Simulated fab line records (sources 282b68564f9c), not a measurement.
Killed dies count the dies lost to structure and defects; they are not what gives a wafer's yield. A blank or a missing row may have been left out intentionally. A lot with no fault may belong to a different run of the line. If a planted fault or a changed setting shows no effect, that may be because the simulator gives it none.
fab line records	flow rit_cmos
[record] lots = 14	wafers = 42	last_day = 7
route steps=202 shown NRETRO@62 SPACER@130 PSD@148 NLDD@160 M1@202
lots that met no fault: taken from a fault-free run of the same line
start_h: hours from the record's opening day to when the first of the lot's shown wafers began	wait_h: hours from the lot's prior step to this one	" repeats the value in the row above	L1.1+2: one row covering several wafers at once	- no value, or no start was given	* or withheld: withheld	< > ~ a bound
route shown NAME@n: names a module that has steps shown in the file, with the first one's number in the route	usual: the fault-free wafers' mean and standard deviation	same: alike in all rows	chamber/n: place in a boat	sites: the reading at each site	_std_site: their standard deviation	_edge_site: mean of outer sites minus mean of inner sites	radius_mm: how far each site lies from the wafer's centre	mask NAME#n: copy n	behind: the tool/chamber that last shaped the wafer	hold: why the lot went on hold/how many hours it stayed there/how the hold came to an end	device: transistor that didn't switch, given as n, p or np	end of line: the same wafers' tests at the end of the route	for a step that has no rows: nothing shown but its recipe	killed: count of dies lost to structure and defects at first sort (not the wafer's yield)	map: per-die view of a wafer (x killed, . not killed, _ where there is no die)
set.NAME: the setting as run; set.NAME@STEP: as run at that earlier step	model.NAME: the simulator's own value behind a step, which no gauge read
the route's steps for a sample of lots (tables are steps, rows are wafers)
services: the hour from which a tool's chamber was out of use, counted from the record's first day as start_h (under 0 if before that day), plus the number of hours and why
[[steps]]
[step RIT_NRETRO_STRIP_09]
[recipe] chemistry = O2	time_s = 180	resist = NOVOLAK	platen_temp_c = withheld	power_w = 500	pressure_mtorr = 4000	o2_flow_sccm = 4000
[usual] drypump_motor_current_A = 5.3/0.51
lot.wafer	tool	chamber	start_h	wait_h	drypump_motor_current_A	rf_hours_counter_h
L211.1	plasma_asher-02	1	30.30	0.1	5.8	40
L211.3	"	1	"	"	5.8	-
L211.6	"	0	"	"	5.9	-
L212.1	plasma_asher-01	0	39.61	0.1	4.7	39
L212.2	"	1	"	"	5.2	39
L212.6	"	0	"	"	4.7	-
L213.2	plasma_asher-01	1	41.84	0.1	5.2	39
L213.3	"	1	"	"	5.2	-
L213.4	"	0	"	"	4.7	-
L214.1	plasma_asher-02	0	46.01	0.1	5.9	42
L214.3	"	1	"	"	5.8	-
L214.4	"	0	"	"	5.9	-
L217.3	plasma_asher-01	1	59.32	0.1	5.2	-
L217.5	"	0	"	"	4.7	-
L217.6	"	1	"	"	5.2	-
L219.1	plasma_asher-01	0	70.46	0.1	4.7	42
L219.2	"	1	"	"	5.2	42
L219.6	"	1	"	"	5.2	-
L220.1	plasma_asher-02	1	75.67	0.1	5.9	45
L220.3	"	1	"	"	5.8	-
L220.4	"	0	"	"	5.9	-
L225.1	plasma_asher-01	0	100.39	0.1	4.7	45
L225.3	"	0	"	"	4.7	-
L225.6	"	0	"	"	4.7	-
L226.1	plasma_asher-03	1	105.07	0.1	5.8	44
L226.4	"	0	"	"	6.0	-
L226.6	"	0	"	"	5.9	-
L227.1	plasma_asher-03	1	109.37	0.1	5.8	45
L227.3	"	1	"	"	5.8	-
L227.6	"	0	"	"	6.0	-
L230.1	plasma_asher-02	1	126.52	0.1	5.8	1
L230.2	"	0	"	"	5.9	1
L230.4	"	0	"	"	5.9	-
L231.2	plasma_asher-03	1	130.40	0.1	5.9	47
L231.3	"	1	"	"	5.8	-
L231.5	"	1	"	"	5.8	-
L233.2	plasma_asher-01	1	139.41	0.1	5.2	50
L233.4	"	1	"	"	5.2	-
L233.5	"	1	"	"	5.2	-
L234.2	plasma_asher-01	1	145.28	0.1	5.2	51
L234.4	"	0	"	"	4.7	-
L234.6	"	1	"	"	5.2	-
[step RIT_SPACER_ETCHBACK_05]
[recipe] target_depth_a = 2500	SF6_flow_sccm = 30	CHF3_flow_sccm = 30	target = Si3N4	chemistry = SF6/CHF3	pressure_mtorr = 40	rf_w = 241.3	time_s = 240	stop_on = SiO2
[usual] drypump_motor_current_A = 5.8/0.44	oes_product_au = 0.840/0.013	run_length_s = 268.2/0.49	throttle_valve_pct = 10.29/0.17
lot.wafer	tool	chamber	start_h	wait_h	drypump_motor_current_A	oes_product_au	rf_hours_counter_h	run_length_s	throttle_valve_pct
L211.1	rie_diel-04	3	45.62	0.1	5.1	0.820	87	268.0	10.59
L211.3	"	0	"	"	6.2	0.847	102	267.7	10.04
L211.6	"	0	"	"	6.3	0.834	-	268.0	10.06
L212.1	rie_diel-01	0	55.41	0.1	6.1	0.843	149	267.9	10.11
L212.2	"	3	"	"	5.5	0.832	4	267.7	10.25
L212.6	"	3	"	"	5.5	0.840	-	267.7	10.24
L213.2	rie_diel-02	2	57.61	0.0	5.5	0.824	151	269.1	10.38
L213.3	"	0	"	"	5.2	0.859	26	268.7	10.30
L213.4	"	1	"	"	6.5	0.852	3	267.9	10.42
L214.1	rie_diel-02	0	61.84	0.1	5.1	0.855	26	268.6	10.29
L214.3	"	3	"	"	6.2	0.837	155	269.1	10.41
L214.4	"	1	"	"	6.5	0.842	3	268.0	10.41
L217.3	rie_diel-02	3	75.33	0.0	6.2	0.912	155	251.9	10.44
L217.5	"	3	"	"	6.2	0.908	-	252.0	10.45
L217.6	"	0	"	"	5.1	0.838	-	268.8	10.28
L219.1	rie_diel-01	0	86.58	0.1	6.1	0.846	150	267.9	10.10
L219.2	"	3	"	"	5.5	0.832	4	267.6	10.23
L219.6	"	0	"	"	6.1	0.857	-	268.0	10.10
L220.1	rie_diel-02	3	91.93	0.1	6.2	0.905	155	251.7	10.44
L220.3	"	0	"	"	5.1	0.849	27	268.7	10.29
L220.4	"	2	"	"	5.5	0.826	151	269.7	10.36
L225.1	rie_diel-04	0	118.17	0.1	6.3	0.851	104	268.2	10.05
L225.3	"	1	"	"	6.1	0.855	44	267.3	10.02
L225.6	"	0	"	"	6.3	0.851	-	267.7	10.05
L226.1	rie_diel-04	2	121.07	0.1	5.3	0.829	7	268.4	10.54
L226.4	"	2	"	"	5.3	0.826	-	268.3	10.56
L226.6	"	1	"	"	6.1	0.830	-	267.7	10.02
L227.1	rie_diel-01	2	126.73	0.1	6.2	0.861	53	268.3	10.18
L227.3	"	3	"	"	5.5	0.843	5	267.7	10.25
L227.6	"	1	"	"	5.8	0.844	-	268.5	10.29
L230.1	rie_diel-01	1	142.15	0.1	5.8	0.831	2	268.1	10.29
L230.2	"	0	"	"	6.1	0.848	151	268.6	10.10
L230.4	"	3	"	"	5.5	0.847	6	267.4	10.25
L231.2	rie_diel-04	3	146.34	0.0	5.1	0.810	89	268.2	10.57
L231.3	"	1	"	"	6.1	0.827	44	267.3	10.02
L231.5	"	2	"	"	5.4	0.828	-	268.4	10.55
L233.2	rie_diel-01	2	156.54	0.0	6.2	0.863	54	268.5	10.19
L233.4	"	1	"	"	5.8	0.843	-	268.6	10.30
L233.5	"	3	"	"	5.5	0.842	-	267.7	10.26
L234.2	rie_diel-01	1	161.34	0.0	5.8	0.828	2	268.2	10.30
L234.4	"	2	"	"	6.2	0.857	-	268.9	10.16
L234.6	"	3	"	"	5.5	0.827	-	267.5	10.25
[step RIT_PSD_OVL_MEAS_06]
[usual] PSD_OVL = -1.3/1.3
lot.wafer	tool	chamber	start_h	wait_h	PSD_OVL[nm]
L211.1	overlay-02	-	48.39	-	-5.3
L211.3	"	-	"	"	-2.5
L211.6	"	-	"	"	-2.0
L212.1	overlay-01	-	57.83	-	1.3
L212.2	"	-	"	"	0.0
L212.6	"	-	"	"	0.9
L213.2	overlay-01	-	60.16	-	-1.8
L213.3	"	-	"	"	-2.1
L213.4	"	-	"	"	-0.3
L214.1	overlay-02	-	64.29	-	-1.3
L214.3	"	-	"	"	-3.1
L214.4	"	-	"	"	-2.4
L217.3	overlay-01	-	78.03	-	-1.3
L217.5	"	-	"	"	-1.5
L217.6	"	-	"	"	0.9
L219.1	overlay-01	-	89.25	-	0.3
L219.2	"	-	"	"	-0.2
L219.6	"	-	"	"	-0.8
L220.1	overlay-02	-	94.48	-	-3.0
L220.3	"	-	"	"	-2.1
L220.4	"	-	"	"	-0.8
L225.1	overlay-02	-	120.81	-	0.4
L225.3	"	-	"	"	1.6
L225.6	"	-	"	"	-0.5
L226.1	overlay-01	-	123.62	-	-1.2
L226.4	"	-	"	"	-1.7
L226.6	"	-	"	"	-0.8
L227.1	overlay-01	-	129.75	-	-2.5
L227.3	"	-	"	"	-1.7
L227.6	"	-	"	"	-2.2
L230.1	overlay-02	-	144.70	-	-1.5
L230.2	"	-	"	"	-0.9
L230.4	"	-	"	"	0.6
L231.2	overlay-01	-	148.96	-	-1.2
L231.3	"	-	"	"	0.1
L231.5	"	-	"	"	-1.4
L233.2	overlay-02	-	159.31	-	-2.3
L233.4	"	-	"	"	-1.4
L233.5	"	-	"	"	-2.5
L234.2	overlay-01	-	163.77	-	-1.3
L234.4	"	-	"	"	-2.5
L234.6	"	-	"	"	-1.4
[step RIT_SDANNEAL_RS_MEAS_07]
[recipe] thk_meas_gauge = four-point-probe
[usual] NLDD_RS = 151.6/0.43
lot.wafer	tool	chamber	start_h	wait_h	NLDD_RS[ohm/sq]
L211.1	film_metro-03	-	49.75	0.1	151.3
L211.3	"	-	"	"	151.6
L211.6	"	-	"	"	151.5
L212.1	film_metro-04	-	59.20	0.1	151.9
L212.2	"	-	"	"	152.0
L212.6	"	-	"	"	152.4
L213.2	film_metro-03	-	61.54	0.1	151.4
L213.3	"	-	"	"	151.4
L213.4	"	-	"	"	150.8
L214.1	film_metro-01	-	65.64	0.1	151.2
L214.3	"	-	"	"	151.7
L214.4	"	-	"	"	151.7
L217.3	film_metro-01	-	79.52	0.1	151.4
L217.5	"	-	"	"	151.1
L217.6	"	-	"	"	151.5
L219.1	film_metro-04	-	90.60	0.1	152.3
L219.2	"	-	"	"	151.5
L219.6	"	-	"	"	151.7
L220.1	film_metro-03	-	95.84	0.1	151.9
L220.3	"	-	"	"	152.4
L220.4	"	-	"	"	152.0
L225.1	film_metro-01	-	122.32	0.1	152.4
L225.3	"	-	"	"	151.7
L225.6	"	-	"	"	152.0
L226.1	film_metro-01	-	124.97	0.1	152.4
L226.4	"	-	"	"	151.5
L226.6	"	-	"	"	151.5
L227.1	film_metro-01	-	131.11	0.1	151.0
L227.3	"	-	"	"	151.5
L227.6	"	-	"	"	151.3
L230.1	film_metro-03	-	146.05	0.1	151.6
L230.2	"	-	"	"	152.1
L230.4	"	-	"	"	151.7
L231.2	film_metro-03	-	150.35	0.1	151.5
L231.3	"	-	"	"	151.7
L231.5	"	-	"	"	151.4
L233.2	film_metro-03	-	161.03	0.1	151.2
L233.4	"	-	"	"	151.1
L233.5	"	-	"	"	151.2
L234.2	film_metro-01	-	165.49	0.1	151.5
L234.4	"	-	"	"	151.3
L234.6	"	-	"	"	151.6
[step RIT_M1_PROBE_99]
[usual] killed_at_contacts = 0.0/0.18	killed_at_front_end = 6/3.1	killed_dies = 6/3.1	killed_open = 3.4/1.9	killed_short = 3.1/2
[same] gross_dies = 264	killed_at_M0_to_M3 = 0	killed_at_M4_up = 0	killed_at_back_side = 0	killed_at_other = 0
lot.wafer	tool	chamber	start_h	wait_h	killed_at_contacts	killed_at_front_end	killed_dies	killed_open	killed_short
L211.1	prober-02	-	56.95	0.1	0	8	8	6	2
L211.3	prober-02	-	57.05	0.2	0	6	6	1	5
L211.6	prober-02	-	57.20	0.2	0	7	7	5	2
L212.1	prober-01	-	66.20	0.1	0	8	8	2	6
L212.2	prober-01	-	66.25	0.1	0	8	8	3	5
L212.6	prober-01	-	66.45	0.2	0	2	2	2	0
L213.2	prober-02	-	70.20	0.1	0	3	3	2	1
L213.3	prober-02	-	70.25	0.2	0	2	2	0	2
L213.4	prober-02	-	70.30	0.2	0	9	9	5	4
L214.1	prober-02	-	72.68	0.1	0	5	5	5	0
L214.3	prober-02	-	72.78	0.2	0	10	10	6	4
L214.4	prober-02	-	72.83	0.2	0	8	8	5	3
L217.3	prober-01	-	87.01	0.2	0	4	4	3	1
L217.5	prober-01	-	87.11	0.2	0	6	6	2	4
L217.6	prober-01	-	87.16	0.2	0	8	8	3	5
L219.1	prober-01	-	98.54	0.1	0	14	14	8	6
L219.2	prober-01	-	98.59	0.1	0	7	7	3	4
L219.6	prober-01	-	98.79	0.2	0	4	4	1	3
L220.1	prober-02	-	103.67	0.1	0	8	8	4	4
L220.3	prober-02	-	103.77	0.2	0	9	9	4	5
L220.4	prober-02	-	103.82	0.2	0	10	10	3	7
L225.1	prober-01	-	129.34	0.1	0	10	10	5	5
L225.3	prober-01	-	129.44	0.2	0	12	12	7	5
L225.6	prober-01	-	129.59	0.2	0	12	12	8	4
L226.1	prober-02	-	131.90	0.1	1	5	6	4	2
L226.4	prober-02	-	132.05	0.2	0	5	5	3	2
L226.6	prober-02	-	132.15	0.2	0	5	5	2	3
L227.1	prober-01	-	138.33	0.1	0	5	5	4	1
L227.3	prober-01	-	138.43	0.2	0	6	6	4	2
L227.6	prober-01	-	138.58	0.2	0	6	6	4	2
L230.1	prober-02	-	153.19	0.1	0	3	3	2	1
L230.2	prober-02	-	153.24	0.1	0	3	3	2	1
L230.4	prober-02	-	153.34	0.2	0	6	6	3	3
L231.2	prober-01	-	157.82	0.1	0	2	2	1	1
L231.3	prober-01	-	157.87	0.2	0	7	7	2	5
L231.5	prober-01	-	157.97	0.2	0	7	7	2	5
L233.2	prober-01	-	168.54	0.1	0	8	8	6	2
L233.4	prober-01	-	168.64	0.2	0	7	7	3	4
L233.5	prober-01	-	168.69	0.2	0	4	4	2	2
L234.2	prober-02	-	172.68	0.1	0	0	0	0	0
L234.4	prober-02	-	172.78	0.2	0	3	3	1	2
L234.6	prober-02	-	172.88	0.2	0	4	4	2	2
// killed by level:class
L211.1 GATE:geometric_particle:open=3 FOX1:geometric_particle:open=2 GATE:geometric_particle:short=1 REOX:geometric_particle:short=1 SILICIDE:geometric_particle:open=1
L211.3 SILICIDE:geometric_particle:short=2 FOX1:geometric_particle:short=1 GATE:geometric_particle:open=1 GATE:geometric_particle:short=1 REOX:geometric_particle:short=1
L211.6 GATE:geometric_particle:open=5 FOX1:geometric_particle:short=1 GATE:geometric_particle:short=1
L212.1 FOX1:geometric_particle:short=2 GATE:geometric_particle:open=2 GATE:geometric_particle:short=2 REOX:geometric_particle:short=1 SPACER:geometric_particle:short=1
L212.2 GATE:geometric_particle:short=2 FOX2:geometric_particle:short=1 GATE:geometric_particle:open=1 REOX:geometric_particle:open=1 REOX:geometric_particle:short=1 SPACER:geometric_particle:open=1 SILICIDE:geometric_particle:short=1
L212.6 GATE:geometric_particle:open=2
L213.2 GATE:geometric_particle:open=1 REOX:geometric_particle:short=1 SILICIDE:geometric_particle:open=1
L213.3 GATE:geometric_particle:short=1 REOX:geometric_particle:short=1
L213.4 FOX2:geometric_particle:open=3 GATE:geometric_particle:short=1 REOX:geometric_particle:open=1 REOX:geometric_particle:short=1 SPACER:geometric_particle:short=1 SILICIDE:geometric_particle:open=1 SILICIDE:geometric_particle:short=1
L214.1 GATE:geometric_particle:open=3 SPACER:geometric_particle:open=1 SILICIDE:geometric_particle:open=1
L214.3 GATE:geometric_particle:open=5 FOX1:geometric_particle:short=1 FOX2:geometric_particle:short=1 GATE:geometric_particle:short=1 REOX:geometric_particle:short=1 SILICIDE:geometric_particle:open=1
L214.4 GATE:geometric_particle:open=2 FOX1:geometric_particle:open=1 GATE:geometric_particle:short=1 SPACER:geometric_particle:open=1 SPACER:geometric_particle:short=1 SILICIDE:geometric_particle:short=1 SILICIDE:geometric_particle:open=1
L217.3 GATE:geometric_particle:open=2 FOX1:geometric_particle:short=1 SILICIDE:geometric_particle:open=1
L217.5 FOX1:geometric_particle:short=3 SPACER:geometric_particle:open=2 GATE:geometric_particle:short=1
L217.6 GATE:geometric_particle:short=3 GATE:geometric_particle:open=2 FOX1:geometric_particle:short=1 FOX1:geometric_particle:open=1 SILICIDE:geometric_particle:short=1
L219.1 GATE:geometric_particle:open=4 REOX:geometric_particle:short=3 FOX1:geometric_particle:short=2 REOX:geometric_particle:open=2 ACTIVE:geometric_particle:open=1 SILICIDE:geometric_particle:open=1 SILICIDE:geometric_particle:short=1
L219.2 FOX2:geometric_particle:short=2 FOX1:geometric_particle:short=1 FOX1:geometric_particle:open=1 GATE:geometric_particle:open=1 SPACER:geometric_particle:open=1 SPACER:geometric_particle:short=1
L219.6 GATE:geometric_particle:short=2 GATE:geometric_particle:open=1 SPACER:geometric_particle:short=1
L220.1 FOX1:geometric_particle:open=1 FOX2:geometric_particle:short=1 GATE:geometric_particle:short=1 GATE:geometric_particle:open=1 REOX:geometric_particle:open=1 REOX:geometric_particle:short=1 SPACER:geometric_particle:open=1 SPACER:geometric_particle:short=1
L220.3 GATE:geometric_particle:short=3 FOX1:geometric_particle:open=2 FOX1:geometric_particle:short=2 SPACER:geometric_particle:open=1 SILICIDE:geometric_particle:open=1
L220.4 GATE:geometric_particle:short=3 FOX1:geometric_particle:short=1 FOX1:geometric_particle:open=1 FOX2:geometric_particle:short=1 GATE:geometric_particle:open=1 SPACER:geometric_particle:short=1 SPACER:geometric_particle:open=1 SILICIDE:geometric_particle:short=1
L225.1 SPACER:geometric_particle:open=3 GATE:geometric_particle:short=2 REOX:geometric_particle:short=2 FOX2:geometric_particle:open=1 GATE:geometric_particle:open=1 SPACER:geometric_particle:short=1
L225.3 GATE:geometric_particle:short=2 GATE:geometric_particle:open=2 REOX:geometric_particle:open=2 SPACER:geometric_particle:short=2 FOX2:geometric_particle:open=1 REOX:geometric_particle:short=1 SPACER:geometric_particle:open=1 SILICIDE:geometric_particle:open=1
L225.6 REOX:geometric_particle:open=6 REOX:geometric_particle:short=2 SILICIDE:geometric_particle:open=2 GATE:geometric_particle:short=1 SPACER:geometric_particle:short=1
L226.1 FOX1:geometric_particle:short=2 GATE:geometric_particle:open=2 REOX:geometric_particle:open=1 CONTACT:geometric_particle:open=1
L226.4 SPACER:geometric_particle:open=2 FOX2:geometric_particle:short=1 GATE:geometric_particle:open=1 SPACER:geometric_particle:short=1
L226.6 FOX1:geometric_particle:short=1 FOX1:geometric_particle:open=1 FOX2:geometric_particle:short=1 GATE:geometric_particle:short=1 SPACER:geometric_particle:open=1
L227.1 GATE:geometric_particle:open=1 REOX:geometric_particle:open=1 SPACER:geometric_particle:open=1 SILICIDE:geometric_particle:open=1 SILICIDE:geometric_particle:short=1
L227.3 SILICIDE:geometric_particle:open=2 FOX2:geometric_particle:open=1 GATE:geometric_particle:open=1 GATE:geometric_particle:short=1 REOX:geometric_particle:short=1
L227.6 SPACER:geometric_particle:open=2 FOX1:geometric_particle:open=1 GATE:geometric_particle:open=1 REOX:geometric_particle:short=1 SILICIDE:geometric_particle:short=1
L230.1 FOX2:geometric_particle:short=1 SPACER:geometric_particle:open=1 SILICIDE:geometric_particle:open=1
L230.2 GATE:geometric_particle:open=2 SILICIDE:geometric_particle:short=1
L230.4 SILICIDE:geometric_particle:open=3 SPACER:geometric_particle:short=2 FOX2:geometric_particle:short=1
L231.2 GATE:geometric_particle:open=1 SILICIDE:geometric_particle:short=1
L231.3 GATE:geometric_particle:short=3 FOX1:geometric_particle:short=1 FOX2:geometric_particle:open=1 GATE:geometric_particle:open=1 REOX:geometric_particle:short=1
L231.5 GATE:geometric_particle:short=4 FOX1:geometric_particle:open=1 FOX2:geometric_particle:open=1 SPACER:geometric_particle:short=1
L233.2 GATE:geometric_particle:open=3 SPACER:geometric_particle:open=2 FOX1:geometric_particle:open=1 GATE:geometric_particle:short=1 SILICIDE:geometric_particle:short=1
L233.4 GATE:geometric_particle:open=2 FOX1:geometric_particle:short=1 GATE:geometric_particle:short=1 REOX:geometric_particle:short=1 SILICIDE:geometric_particle:open=1 SILICIDE:geometric_particle:short=1
L233.5 GATE:geometric_particle:short=2 GATE:geometric_particle:open=2
L234.2
L234.4 GATE:geometric_particle:short=2 REOX:geometric_particle:open=1
L234.6 GATE:geometric_particle:short=1 GATE:geometric_particle:open=1 REOX:geometric_particle:open=1 REOX:geometric_particle:short=1
[[services]]
tool	chamber	start_h	hours	kind
rie_diel-04	2	27.79	10.4	repair
rie_diel-01	0	30.76	19.4	repair
rie_diel-01	1	32.34	2.6	repair
rie_diel-02	-	39.46	1.9	repair
rie_diel-04	1	46.52	11.5	repair
rie_diel-01	1	50.16	-	clean
rie_diel-01	1	50.16	19.1	scheduled_down
rie_diel-01	1	50.16	19.1	vent_cycle
rie_diel-04	1	58.94	12.4	repair
rie_diel-01	-	60.98	4.1	repair
rie_diel-04	3	63.48	12.8	repair
rie_diel-01	-	67.61	0.7	repair
rie_diel-02	-	71.46	2.8	pm
rie_diel-04	2	78.94	5.8	repair
plasma_asher-02	-	108.75	9.0	pm
plasma_asher-02	0	108.75	9.0	vent_cycle
plasma_asher-02	1	108.75	9.0	vent_cycle
rie_diel-04	3	114.91	13.8	repair
rie_diel-04	0	123.08	3.4	repair
rie_diel-02	2	126.91	3.8	repair
rie_diel-01	0	146.91	-	clean
rie_diel-01	0	146.91	17.6	scheduled_down
rie_diel-01	0	146.91	17.6	vent_cycle
rie_diel-04	2	154.73	7.5	repair
[[key]]
[first_sign] step = RIT_SPACER_ETCHBACK_05	reading = run_length_s	direction = down	sigmas = 34	usual = *	struck = *
[effect] step = RIT_SPACER_ETCHBACK_05	reading = oes_product_au	direction = up	sigmas = 5.2	usual = 0.840	struck = 0.908
met_at RIT_SPACER_ETCHBACK_05
struck_lots L217,L220
struck_wafers L217.3,L217.5,L220.1
tester_left_out L217,L220
not_acting_at RIT_NRETRO_STRIP_09,RIT_PSD_OVL_MEAS_06,RIT_SDANNEAL_RS_MEAS_07
onset_between 61.84 75.33
[fault] kind = process_parameter_drift	tool = rie_diel-02	chamber = 3	onset_h = 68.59	steps = RIT_SPACER_ETCHBACK_05	channel = time_s	offset = *	shape = step	end_h = 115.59	acts_in = *	stated = *
// tester_left_out: of these lots the tester's yield and bins aren't shown, on N5 and GAA mostly nor the transistor test; their killed dies are dies lost to structure and defects alone, not to doping, threshold or leakage, so they don't give the yield
